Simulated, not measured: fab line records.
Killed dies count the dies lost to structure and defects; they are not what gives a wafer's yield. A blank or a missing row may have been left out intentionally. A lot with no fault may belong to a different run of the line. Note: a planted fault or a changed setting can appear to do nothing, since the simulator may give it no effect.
fab line records	flow rit-cmos
[record] lots = 7	wafers = 21	last-day = 8
route steps=202 shown NRETRO@63 PRETRO@64 GATE@75 FOX2@80 M1@202
lots that met no fault: from a run of the same line without faults
start-h: the number of hours between the record's first day and the start of the first shown wafer of the lot	wait-h: hours since the lot's step before	" the same as in the row above	L1.1+2: one row covering several wafers at once	- value missing, or start not given	* or withheld: withheld	< > ~ a bound
route shown NAME@n: names a module that has steps shown in the file, with the first one's number in the route	usual: mean/standard deviation of fault-free wafers	same: alike in all rows	chamber/n: place in a boat	sites: per-site readings	_std_site: standard deviation across them	_edge_site: mean of outer sites minus mean of inner sites	radius-mm: for every site, how far away it sits from the centre of the wafer	mask NAME#n: copy n	behind: the most recent tool/chamber to have shaped the wafer	hold: why the lot went on hold/how many hours it stayed there/how the hold came to an end	device: whichever transistor did not switch (one of n, p or np)	end of line: the route-end tests of the same wafers	a step given without rows: its recipe and nothing more	killed: not the wafer's yield, but the dies lost to structure and defects at the first sort	map: a wafer's dies, x killed, . not, _ none there
set.NAME: the setting the step ran with; set.NAME@STEP: the setting that earlier step ran with	model.NAME: the simulator's own value behind a step, which no gauge read
lots seen at some steps along the route; tables by step, rows by wafer
services: from which hour (start-h, from the record's first day; less than 0 if before it) a tool's chamber was out of use, for how many hours, and why
[[steps]]
[step RIT_NRETRO_TW_MEAS_10]
[usual] NRETRO_TW = 1051/9.5
lot.wafer	tool	chamber	start-h	wait-h	NRETRO_TW
L264.1	film-metro-04	-	36.70	0.1	1057
L264.4	"	-	"	"	1053
L264.5	"	-	"	"	1060
L270.1	film-metro-01	-	67.48	0.1	1052
L270.3	"	-	"	"	1049
L270.4	"	-	"	"	1045
L275.4	film-metro-01	-	91.43	0.1	1050
L275.5	"	-	"	"	1044
L275.6	"	-	"	"	1040
L276.1	film-metro-01	-	101.38	0.1	1054
L276.5	"	-	"	"	1047
L276.6	"	-	"	"	1055
L277.1	film-metro-04	-	105.97	0.1	1052
L277.3	"	-	"	"	1050
L277.4	"	-	"	"	1052
L284.1	film-metro-03	-	144.47	0.1	1066
L284.5	"	-	"	"	1068
L284.6	"	-	"	"	1071
L285.3	film-metro-04	-	154.63	0.1	1046
L285.4	"	-	"	"	1047
L285.5	"	-	"	"	1051
[step RIT_PRETRO_HMDS_00]
[recipe] prime-time-s = 60	prime-temp-c = 140
[step RIT_PRETRO_COAT_01]
[recipe] resist = NOVOLAK	spin-rpm = 2000	resist-thk-nm = 1300
[step RIT_PRETRO_SOFTBAKE_02]
[recipe] resist = NOVOLAK	temp-c = 90	time-s = 60
[step RIT_PRETRO_EXPOSE_03]
[recipe] mask-id = M5	na = 0.57	target-cd-nm = 43700	dose-mj = 250
[step RIT_PRETRO_PEB_04]
[recipe] resist = NOVOLAK	temp-c = withheld	time-s = withheld
[step RIT_PRETRO_DEVELOP_05]
[recipe] resist = NOVOLAK	develop-time-s = 68	dev-temp-c = 23
[step RIT_PRETRO_OVL_MEAS_06]
[usual] PRETRO_OVL = 0.6/1.3
lot.wafer	tool	chamber	start-h	wait-h	PRETRO_OVL[nm]
L264.1	overlay-02	-	37.93	-	1.9
L264.4	"	-	"	"	0.1
L264.5	"	-	"	"	1.7
L270.1	overlay-01	-	68.42	-	0.3
L270.3	"	-	"	"	2.5
L270.4	"	-	"	"	2.9
L275.4	overlay-01	-	92.36	-	1.2
L275.5	"	-	"	"	1.7
L275.6	"	-	"	"	2.4
L276.1	overlay-02	-	102.32	-	-1.9
L276.5	"	-	"	"	-2.2
L276.6	"	-	"	"	-1.2
L277.1	overlay-01	-	107.04	-	0.9
L277.3	"	-	"	"	1.1
L277.4	"	-	"	"	1.1
L284.1	overlay-02	-	145.54	-	0.7
L284.5	"	-	"	"	0.1
L284.6	"	-	"	"	-0.8
L285.3	overlay-02	-	155.74	-	0.8
L285.4	"	-	"	"	0.3
L285.5	"	-	"	"	0.5
[step RIT_PRETRO_HARDBAKE_07]
[recipe] resist = NOVOLAK	temp-c = 140	time-s = 120
[step RIT_PRETRO_IMPLANT_08]
[recipe] species = B	energy-kev = 45	dose-cm2 = 1.2e+13	tilt-deg = 7
[step RIT_PRETRO_STRIP_09]
[recipe] chemistry = O2	time-s = 180	resist = NOVOLAK	platen-temp-c = withheld	power-w = 500	pressure-mtorr = 4000	o2-flow-sccm = 4000
[usual] drypump-motor-current-A = 5.6/0.52
lot.wafer	tool	chamber	start-h	wait-h	drypump-motor-current-A	rf-hours-counter-h
L264.1	plasma-asher-02	0	38.37	0.1	6.5	42
L264.4	"	1	"	"	5.9	-
L264.5	"	1	"	"	5.9	-
L270.1	plasma-asher-01	0	69.00	0.1	5.3	34
L270.3	"	1	"	"	4.9	-
L270.4	"	0	"	"	5.3	-
L275.4	plasma-asher-02	1	92.84	0.1	5.9	-
L275.5	"	0	"	"	6.5	-
L275.6	"	1	"	"	5.9	-
L276.1	plasma-asher-02	1	102.76	0.1	5.9	48
L276.5	"	1	"	"	5.9	-
L276.6	"	0	"	"	6.5	-
L277.1	plasma-asher-01	1	107.48	0.1	4.9	38
L277.3	"	1	"	"	4.9	-
L277.4	"	0	"	"	5.3	-
L284.1	plasma-asher-04	1	145.98	0.1	5.9	54
L284.5	"	1	"	"	5.9	-
L284.6	"	0	"	"	5.3	-
L285.3	plasma-asher-02	0	156.23	0.1	6.5	-
L285.4	"	1	"	"	5.9	-
L285.5	"	1	"	"	5.9	-
[step RIT_PRETRO_TW_MEAS_10]
[usual] PRETRO_TW = 477/4.5
lot.wafer	tool	chamber	start-h	wait-h	PRETRO_TW
L264.1	film-metro-01	-	38.54	0.1	473
L264.4	"	-	"	"	472
L264.5	"	-	"	"	473
L270.1	film-metro-01	-	69.17	0.1	474
L270.3	"	-	"	"	472
L270.4	"	-	"	"	472
L275.4	film-metro-03	-	92.98	0.1	480
L275.5	"	-	"	"	481
L275.6	"	-	"	"	486
L276.1	film-metro-01	-	102.93	0.1	476
L276.5	"	-	"	"	473
L276.6	"	-	"	"	474
L277.1	film-metro-01	-	107.65	0.1	474
L277.3	"	-	"	"	475
L277.4	"	-	"	"	475
L284.1	film-metro-03	-	146.15	0.1	482
L284.5	"	-	"	"	483
L284.6	"	-	"	"	483
L285.3	film-metro-03	-	156.36	0.1	484
L285.4	"	-	"	"	484
L285.5	"	-	"	"	485
[step RIT_GATE_WET_ETCH_00]
[recipe] chemistry = BOE	target = SiO2	target-depth-nm = 56	time-s = 60	dry = n2-spin	dilution = 10:1	temp-c = 21.5
[usual] bath-heat-duty-pct = 1.7/0.38	run-length-s = 86.8/1.8	temp-c = 21.52/0.1
lot.wafer	tool	chamber	start-h	wait-h	bath-heat-duty-pct	run-length-s	temp-c	model.SiO2_of_FOX2_OXIDATION_00.thk-nm	model.SiO2_of_ACTIVE_OXIDATION_01.thk-nm
L264.1	wet-bench-03	0	38.60	0.1	1.6	86.9	21.47	272.9	0
L264.4	"	0	"	"	1.2	86.9	21.46	271.8	0
L264.5	"	0	"	"	1.6	86.9	21.35	276.5	0
L270.1	wet-bench-03	0	69.23	0.1	1.8	86.8	21.72	261.7	0
L270.3	"	0	"	"	2.2	86.8	21.72	257.8	0
L270.4	"	0	"	"	1.5	86.8	21.57	268.4	0
L275.4	wet-bench-01	2	93.01	0.0	-	-	-	334.1	41.31
L275.5	"	2	"	"	-	-	-	336.4	41.31
L275.6	"	2	"	"	-	-	-	333.7	41.68
L276.1	wet-bench-03	1	102.99	0.1	-	-	-	328.2	41.69
L276.5	"	1	"	"	-	-	-	331.8	40.98
L276.6	"	1	"	"	-	-	-	330.9	40.46
L277.1	wet-bench-03	2	107.71	0.1	-	-	-	314.5	41.38
L277.3	"	2	"	"	-	-	-	303.4	42.46
L277.4	"	2	"	"	-	-	-	313.6	41.86
L284.1	wet-bench-01	1	146.21	0.1	2.1	85.4	21.53	268.7	0
L284.5	"	1	"	"	0.8	85.4	21.53	273.2	0
L284.6	"	1	"	"	2.7	85.4	21.53	270.8	0
L285.3	wet-bench-01	0	156.40	0.0	1.3	87.0	21.47	274.3	0
L285.4	"	0	"	"	1.7	87.0	21.38	281.5	0
L285.5	"	0	"	"	1.8	87.0	21.47	281.3	0
[step RIT_GATE_CLEAN_01]
[recipe] chemistry = SC1	mix = 3:3:50	time-s = 600	temp-c = 75
[step RIT_GATE_CLEAN_02]
[recipe] chemistry = dHF	dilution = 50:1	time-s = 30
[step RIT_GATE_CLEAN_03]
[recipe] chemistry = SC2	mix = 3:3:50	time-s = 600	temp-c = 75	dry = n2-spin
[step RIT_GATE_CLEAN_04]
[recipe] chemistry = dHF	dilution = 50:1	time-s = 60	dry = n2-spin
[step RIT_FOX2_THK_MEAS_91]
[recipe] reads = SiO2_of_FOX2_OXIDATION_00
[usual] FIELD_OXIDE_LEFT_2_THK = 256/7.7
lot.wafer	tool	chamber	start-h	wait-h	FIELD_OXIDE_LEFT_2_THK[nm]
L264.1	film-metro-04	-	39.02	0.0	261
L264.4	"	-	"	"	260
L264.5	"	-	"	"	264
L270.1	film-metro-01	-	69.85	0.0	250
L270.3	"	-	"	"	246
L270.4	"	-	"	"	256
L275.4	film-metro-02	-	93.46	0.0	322
L275.5	"	-	"	"	324
L275.6	"	-	"	"	322
L276.1	film-metro-04	-	103.41	0.0	316
L276.5	"	-	"	"	320
L276.6	"	-	"	"	319
L277.1	film-metro-02	-	108.13	0.0	302
L277.3	"	-	"	"	291
L277.4	"	-	"	"	301
L284.1	film-metro-04	-	146.63	0.0	257
L284.5	"	-	"	"	261
L284.6	"	-	"	"	259
L285.3	film-metro-01	-	156.84	0.0	262
L285.4	"	-	"	"	269
L285.5	"	-	"	"	269
[step RIT_GATE_OXIDATION_05]
[recipe] temp-c = 900	ambient = O2	target-thk-a = 30	ox-time-s = 270
[step RIT_GATE_ANNEAL_06]
[recipe] temp-c = 900	time-s = 600	ambient = N2O
[step RIT_GATE_CVD_08]
[recipe] material = poly-Si	target-thk-nm = 250	temp-c = 610	precursor = SiH4	time-s = 2220	pressure-mtorr = 300	sih4-flow-sccm = 100
[step RIT_GATE_HMDS_10]
[recipe] prime-time-s = 60	prime-temp-c = 140
[step RIT_GATE_COAT_11]
[recipe] resist = NOVOLAK	spin-rpm = 4250	resist-thk-nm = 850
[step RIT_GATE_SOFTBAKE_12]
[recipe] resist = NOVOLAK	temp-c = 90	time-s = 60
[step RIT_GATE_EXPOSE_13]
[recipe] mask-id = M6	na = 0.6	source-shape = conventional	sigma-outer = 0.6	target-cd-nm = 150	dose-mj = 380
[step RIT_GATE_PEB_14]
[recipe] resist = NOVOLAK	temp-c = withheld	time-s = withheld
[step RIT_GATE_DEVELOP_15]
[recipe] resist = NOVOLAK	develop-time-s = 50	dev-temp-c = 23
[step RIT_GATE_CD_MEAS_16]
[recipe] target-cd-nm = 150
[usual] cd-nm = 150.2/2.6
lot.wafer	tool	chamber	start-h	wait-h	cd-nm
L264.1	cd-sem-02	-	44.23	-	152.9
L264.4	"	-	"	"	152.1
L264.5	"	-	"	"	151.0
L270.1	cd-sem-02	-	76.19	-	152.0
L270.3	"	-	"	"	152.2
L270.4	"	-	"	"	152.1
L275.4	cd-sem-01	-	100.81	-	149.1
L275.5	"	-	"	"	146.7
L275.6	"	-	"	"	147.2
L276.1	cd-sem-01	-	112.38	-	151.2
L276.5	"	-	"	"	150.3
L276.6	"	-	"	"	149.4
L277.1	cd-sem-02	-	115.57	-	152.8
L277.3	"	-	"	"	151.8
L277.4	"	-	"	"	151.4
L284.1	cd-sem-02	-	163.22	-	152.9
L284.5	"	-	"	"	151.7
L284.6	"	-	"	"	153.1
L285.3	cd-sem-02	-	166.73	-	153.7
L285.4	"	-	"	"	154.8
L285.5	"	-	"	"	153.0
[step RIT_GATE_OVL_MEAS_17]
[usual] GATE_OVL = -0.6/1.4
lot.wafer	tool	chamber	start-h	wait-h	GATE_OVL[nm]
L264.1	overlay-02	-	44.35	0.1	-0.6
L264.4	"	-	"	"	-1.0
L264.5	"	-	"	"	-1.3
L270.1	overlay-02	-	76.31	0.1	1.3
L270.3	"	-	"	"	1.6
L270.4	"	-	"	"	1.1
L275.4	overlay-01	-	100.88	0.1	-1.9
L275.5	"	-	"	"	-0.8
L275.6	"	-	"	"	-2.5
L276.1	overlay-01	-	112.50	0.1	-0.2
L276.5	"	-	"	"	0.1
L276.6	"	-	"	"	-1.3
L277.1	overlay-02	-	115.69	0.1	-4.6
L277.3	"	-	"	"	-2.3
L277.4	"	-	"	"	-3.5
L284.1	overlay-01	-	163.34	0.1	-0.3
L284.5	"	-	"	"	0.2
L284.6	"	-	"	"	-2.2
L285.3	overlay-01	-	166.82	0.1	-1.3
L285.4	"	-	"	"	-0.3
L285.5	"	-	"	"	-0.3
[step RIT_GATE_HARDBAKE_18]
[recipe] resist = NOVOLAK	temp-c = 140	time-s = 60
[step RIT_GATE_ETCH_19]
[recipe] chemistry = SF6/CHF3/O2	time-s = 165	SF6_flow_sccm = 30	CHF3_flow_sccm = 30	O2_flow_sccm = 5	target = poly-Si	pressure-mtorr = 40	rf-w = 160	target-depth-a = 3125	over-etch-frac = 0.25	stop-on = SiO2
[usual] CHF3_flow_sccm = 30.00/0.087	O2_flow_sccm = 5.000/0.014	drypump-motor-current-A = 5.8/0.52	oes-product-au = 0.852/0.014	throttle-valve-pct = 10.21/0.15
lot.wafer	tool	chamber	start-h	wait-h	CHF3_flow_sccm	O2_flow_sccm	drypump-motor-current-A	oes-product-au	rf-hours-counter-h	throttle-valve-pct	model.SiO2_of_FOX2_OXIDATION_00.thk-nm
L264.1	rie-si-01	0	44.53	0.1	30.04	5.014	5.2	0.893	19	10.38	249.2
L264.4	"	2	"	"	29.96	4.979	6.2	0.847	97	10.40	248.2
L264.5	"	2	"	"	30.10	5.019	6.1	0.847	-	10.40	253.1
L270.1	rie-si-01	0	76.50	0.1	29.93	4.971	5.3	0.877	19	10.36	238.3
L270.3	"	1	"	"	30.03	4.988	5.6	0.850	133	10.28	234.6
L270.4	"	1	"	"	29.94	4.998	5.6	0.841	-	10.27	245.2
L275.4	rie-si-02	3	101.11	0.1	30.18	5.010	6.1	0.842	-	10.18	310.7
L275.5	"	0	"	"	30.13	5.010	6.4	0.831	-	10.07	313.8
L275.6	"	1	"	"	30.08	4.992	6.1	0.878	-	10.25	310.6
L276.1	rie-si-01	3	112.69	0.1	30.14	4.987	6.0	0.845	142	10.12	304.1
L276.5	"	0	"	"	30.14	5.008	5.3	0.880	-	10.36	308.2
L276.6	"	1	"	"	30.14	5.011	5.6	0.846	-	10.27	307.6
L277.1	rie-si-01	0	115.88	0.1	30.02	4.991	5.3	0.869	19	10.38	290.9
L277.3	"	2	"	"	30.05	4.981	6.1	0.847	98	10.40	280.1
L277.4	"	1	"	"	30.04	5.019	5.6	0.853	134	10.28	290.3
L284.1	rie-si-01	2	163.53	0.1	30.08	5.015	6.2	0.846	98	10.40	245.1
L284.5	"	2	"	"	30.02	4.990	6.2	0.849	-	10.41	249.7
L284.6	"	1	"	"	29.90	4.990	5.6	0.858	-	10.29	247.7
L285.3	rie-si-01	0	167.00	0.1	30.04	5.033	5.3	0.883	20	10.35	250.9
L285.4	"	2	"	"	30.17	4.980	6.2	0.853	-	10.39	258.2
L285.5	"	0	"	"	30.04	5.016	5.3	0.887	-	10.35	258
[step RIT_GATE_STRIP_20]
[recipe] chemistry = O2	time-s = 180	resist = NOVOLAK	platen-temp-c = withheld	power-w = 500	pressure-mtorr = 4000	o2-flow-sccm = 4000
[usual] drypump-motor-current-A = 5.8/0.42
lot.wafer	tool	chamber	start-h	wait-h	drypump-motor-current-A	rf-hours-counter-h
L264.1	plasma-asher-03	1	44.64	0.1	5.2	25
L264.4	"	0	"	"	5.8	-
L264.5	"	0	"	"	5.8	-
L270.1	plasma-asher-03	1	76.61	0.1	5.2	28
L270.3	"	0	"	"	5.8	-
L270.4	"	1	"	"	5.2	-
L275.4	plasma-asher-03	0	101.22	0.1	5.7	-
L275.5	"	0	"	"	5.8	-
L275.6	"	1	"	"	5.3	-
L276.1	plasma-asher-04	0	112.80	0.1	5.3	51
L276.5	"	1	"	"	5.9	-
L276.6	"	0	"	"	5.3	-
L277.1	plasma-asher-04	0	115.99	0.1	5.3	51
L277.3	"	0	"	"	5.3	-
L277.4	"	1	"	"	5.9	-
L284.1	plasma-asher-03	1	163.64	0.1	5.2	37
L284.5	"	0	"	"	5.8	-
L284.6	"	1	"	"	5.3	-
L285.3	plasma-asher-02	0	167.16	0.1	6.5	-
L285.4	"	1	"	"	5.8	-
L285.5	"	1	"	"	5.9	-
[step RIT_M1_PROBE_99]
[usual] killed-at-contacts = 0.1/0.27	killed-at-front-end = 7/3.1	killed-dies = 7/3.2	killed-on-rim = 1.8/1.4	killed-open = 3.8/2.1	killed-short = 3.6/2
[same] gross-dies = 264	killed_at_M0_to_M3 = 0	killed_at_M4_up = 0	killed-at-back-side = 0	killed-at-other = 0
lot.wafer	tool	chamber	start-h	wait-h	killed-at-contacts	killed-at-front-end	killed-dies	killed-on-rim	killed-open	killed-short
L264.1	prober-02	-	66.02	0.1	0	8	8	5	4	4
L264.4	prober-02	-	66.17	0.2	0	12	12	1	6	6
L264.5	prober-02	-	66.22	0.2	0	4	4	1	4	0
L270.1	prober-02	-	97.01	0.1	0	7	7	1	4	3
L270.3	prober-02	-	97.11	0.2	0	12	12	2	6	6
L270.4	prober-02	-	97.16	0.2	0	8	8	2	3	5
L275.4	prober-01	-	124.34	0.2	0	264	264	70	2	8
L275.5	prober-01	-	124.39	0.2	0	264	264	70	6	6
L275.6	prober-01	-	124.44	0.2	0	264	264	70	4	3
L276.1	prober-02	-	132.11	0.1	0	264	264	70	2	6
L276.5	prober-02	-	132.31	0.2	1	263	264	70	5	4
L276.6	prober-02	-	132.36	0.2	0	264	264	70	2	3
L277.1	prober-01	-	141.54	0.1	0	264	264	70	9	2
L277.3	prober-01	-	141.64	0.2	0	264	264	70	1	2
L277.4	prober-01	-	141.69	0.2	0	264	264	70	3	3
L284.1	prober-02	-	185.06	0.1	0	3	3	1	2	1
L284.5	prober-02	-	185.26	0.2	0	5	5	1	1	4
L284.6	prober-02	-	185.31	0.2	1	6	7	1	4	3
L285.3	prober-02	-	192.60	0.2	0	4	4	1	4	0
L285.4	prober-02	-	192.65	0.2	0	5	5	2	2	3
L285.5	prober-02	-	192.70	0.2	0	7	7	3	5	2
// killed by level:class
L264.1 GATE:geometric-particle:short=2 GATE:geometric-particle:open=2 FOX1:geometric-particle:open=1 FOX1:geometric-particle:short=1 FOX2:geometric-particle:open=1 REOX:geometric-particle:short=1
L264.4 GATE:geometric-particle:short=4 GATE:geometric-particle:open=3 REOX:geometric-particle:open=2 SILICIDE:geometric-particle:short=2 FOX2:geometric-particle:open=1
L264.5 REOX:geometric-particle:open=3 SILICIDE:geometric-particle:open=1
L270.1 FOX1:geometric-particle:short=2 FOX1:geometric-particle:open=1 FOX2:geometric-particle:open=1 GATE:geometric-particle:open=1 REOX:geometric-particle:open=1 REOX:geometric-particle:short=1
L270.3 FOX1:geometric-particle:open=2 SPACER:geometric-particle:open=2 SPACER:geometric-particle:short=2 FOX1:geometric-particle:short=1 GATE:geometric-particle:short=1 REOX:geometric-particle:open=1 REOX:geometric-particle:short=1 SILICIDE:geometric-particle:short=1
L270.4 GATE:geometric-particle:short=4 REOX:geometric-particle:open=2 GATE:geometric-particle:open=1 SPACER:geometric-particle:short=1
L275.4 GATE:area-etch=254 FOX1:geometric-particle:short=2 FOX2:geometric-particle:short=2 GATE:geometric-particle:short=2 SPACER:geometric-particle:short=2 GATE:geometric-particle:open=1 SPACER:geometric-particle:open=1
L275.5 GATE:area-etch=252 GATE:geometric-particle:open=5 SPACER:geometric-particle:short=3 GATE:geometric-particle:short=2 FOX1:geometric-particle:open=1 FOX1:geometric-particle:short=1
L275.6 GATE:area-etch=257 REOX:geometric-particle:short=2 ACTIVE:geometric-particle:open=1 GATE:geometric-particle:open=1 GATE:geometric-particle:short=1 SPACER:geometric-particle:open=1 SILICIDE:geometric-particle:open=1
L276.1 GATE:area-etch=256 FOX1:geometric-particle:short=2 SPACER:geometric-particle:short=2 GATE:geometric-particle:short=1 REOX:geometric-particle:short=1 REOX:geometric-particle:open=1 SPACER:geometric-particle:open=1
L276.5 GATE:area-etch=255 FOX1:geometric-particle:short=1 FOX2:geometric-particle:open=1 FOX2:geometric-particle:short=1 GATE:geometric-particle:short=1 REOX:geometric-particle:open=1 SPACER:geometric-particle:open=1 SPACER:geometric-particle:short=1
L276.6 GATE:area-etch=259 FOX1:geometric-particle:open=2 FOX1:geometric-particle:short=2 GATE:geometric-particle:short=1
L277.1 GATE:area-etch=253 SPACER:geometric-particle:open=4 GATE:geometric-particle:short=2 SILICIDE:geometric-particle:open=2 FOX1:geometric-particle:open=1 GATE:geometric-particle:open=1 REOX:geometric-particle:open=1
L277.3 GATE:area-etch=261 FOX1:geometric-particle:short=1 GATE:geometric-particle:short=1 GATE:geometric-particle:open=1
L277.4 GATE:area-etch=258 GATE:geometric-particle:open=2 GATE:geometric-particle:short=1 REOX:geometric-particle:short=1 SILICIDE:geometric-particle:open=1 SILICIDE:geometric-particle:short=1
L284.1 REOX:geometric-particle:open=1 SPACER:geometric-particle:open=1 SILICIDE:geometric-particle:short=1
L284.5 FOX1:geometric-particle:short=2 GATE:geometric-particle:short=2 SPACER:geometric-particle:open=1
L284.6 SPACER:geometric-particle:open=2 GATE:geometric-particle:open=1 REOX:geometric-particle:open=1 SPACER:geometric-particle:short=1 SILICIDE:geometric-particle:short=1 CONTACT:geometric-particle:short=1
L285.3 GATE:geometric-particle:open=3 SPACER:geometric-particle:open=1
L285.4 GATE:geometric-particle:short=2 FOX1:geometric-particle:short=1 GATE:geometric-particle:open=1 REOX:geometric-particle:open=1
L285.5 FOX1:geometric-particle:open=2 GATE:geometric-particle:open=2 FOX2:geometric-particle:short=1 FOX2:geometric-particle:open=1 GATE:geometric-particle:short=1
// map L275.4 (x killed, . not)
________xxxxxxx_______
_____xxxxxxxxxxxxx____
____xxxxxxxxxxxxxxx___
___xxxxxxxxxxxxxxxxx__
__xxxxxxxxxxxxxxxxxxx_
__xxxxxxxxxxxxxxxxxxx_
_xxxxxxxxxxxxxxxxxxxxx
_xxxxxxxxxxxxxxxxxxxxx
_xxxxxxxxxxxxxxxxxxxxx
_xxxxxxxxxxxxxxxxxxxxx
__xxxxxxxxxxxxxxxxxxx_
__xxxxxxxxxxxxxxxxxxx_
___xxxxxxxxxxxxxxxxx__
____xxxxxxxxxxxxxxx___
_____xxxxxxxxxxxxx____
________xxxxxxx_______
// map L276.1 (x killed, . not)
________xxxxxxx_______
_____xxxxxxxxxxxxx____
____xxxxxxxxxxxxxxx___
___xxxxxxxxxxxxxxxxx__
__xxxxxxxxxxxxxxxxxxx_
__xxxxxxxxxxxxxxxxxxx_
_xxxxxxxxxxxxxxxxxxxxx
_xxxxxxxxxxxxxxxxxxxxx
_xxxxxxxxxxxxxxxxxxxxx
_xxxxxxxxxxxxxxxxxxxxx
__xxxxxxxxxxxxxxxxxxx_
__xxxxxxxxxxxxxxxxxxx_
___xxxxxxxxxxxxxxxxx__
____xxxxxxxxxxxxxxx___
_____xxxxxxxxxxxxx____
________xxxxxxx_______
[[services]]
tool	chamber	start-h	hours	kind
rie-si-01	3	19.34	7.3	repair
rie-si-02	-	51.82	0.4	repair
plasma-asher-03	-	54.35	4.3	repair
plasma-asher-01	-	54.84	6.3	repair
rie-si-02	1	58.37	5.7	repair
rie-si-02	1	64.03	-	clean
rie-si-02	1	64.03	21.8	scheduled-down
rie-si-02	1	64.03	21.8	vent-cycle
rie-si-01	3	67.72	10.5	repair
rie-si-02	3	72.20	13.7	repair
rie-si-02	2	98.77	6.6	repair
rie-si-02	-	105.37	2.8	pm
plasma-asher-02	-	108.75	9.0	pm
plasma-asher-02	0	108.75	9.0	vent-cycle
plasma-asher-02	1	108.75	9.0	vent-cycle
plasma-asher-02	0	117.75	-	clean
plasma-asher-02	1	117.75	-	clean
wet-bench-01	-	138.83	1.8	repair
rie-si-01	3	147.38	-	clean
rie-si-01	3	147.38	23.1	scheduled-down
rie-si-01	3	147.38	23.1	vent-cycle
rie-si-02	2	151.11	-	clean
rie-si-02	2	151.11	17.7	scheduled-down
rie-si-02	-	166.14	0.4	repair
[[key]]
[first-sign] step = RIT_GATE_WET_ETCH_00	reading = tool-record	direction = missing
[effect] step = RIT_FOX2_THK_MEAS_91	reading = FIELD_OXIDE_LEFT_2_THK	direction = up	sigmas = 7.4	usual = 256	struck = 313
[effect] step = RIT_M1_PROBE_99	reading = killed-at-front-end	direction = up	sigmas = 82	usual = 7	struck = 264
[model-effect] step = RIT_GATE_WET_ETCH_00	value = SiO2_of_FOX2_OXIDATION_00.thk-nm	without = 269.5	struck = 325.2
[model-effect] step = RIT_GATE_ETCH_19	value = SiO2_of_FOX2_OXIDATION_00.thk-nm	without = 246.1	struck = 301.8
[more-kills-born-at] RIT_GATE_WET_ETCH_00@wet-bench-03 = 1542	RIT_GATE_WET_ETCH_00@wet-bench-01 = 763
met-at RIT_GATE_WET_ETCH_00
struck-wafers L275.4,L275.5,L275.6,L276.1,L276.5,L276.6,L277.1,L277.3,L277.4
later-rows-left-out L275.4,L275.5,L275.6,L276.1,L276.5,L276.6,L277.1,L277.3,L277.4
tester-left-out L275,L276,L277
onset-between 69.23 93.01
[fault] kind = skipped-step-whole	tool = wet-bench-01,wet-bench-03	chamber = -	onset-h = 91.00	steps = RIT_GATE_WET_ETCH_00	scope = struck-lots-only
// tester-left-out: of these lots the tester's yield and bins aren't shown, on N5 and GAA mostly nor the transistor test; their killed dies are dies lost to structure and defects alone, not to doping, threshold or leakage, so they don't give the yield
// later-rows-left-out: the simulator's readings of these wafers behind a module that went badly wrong aren't trusted and aren't shown, but for the sort
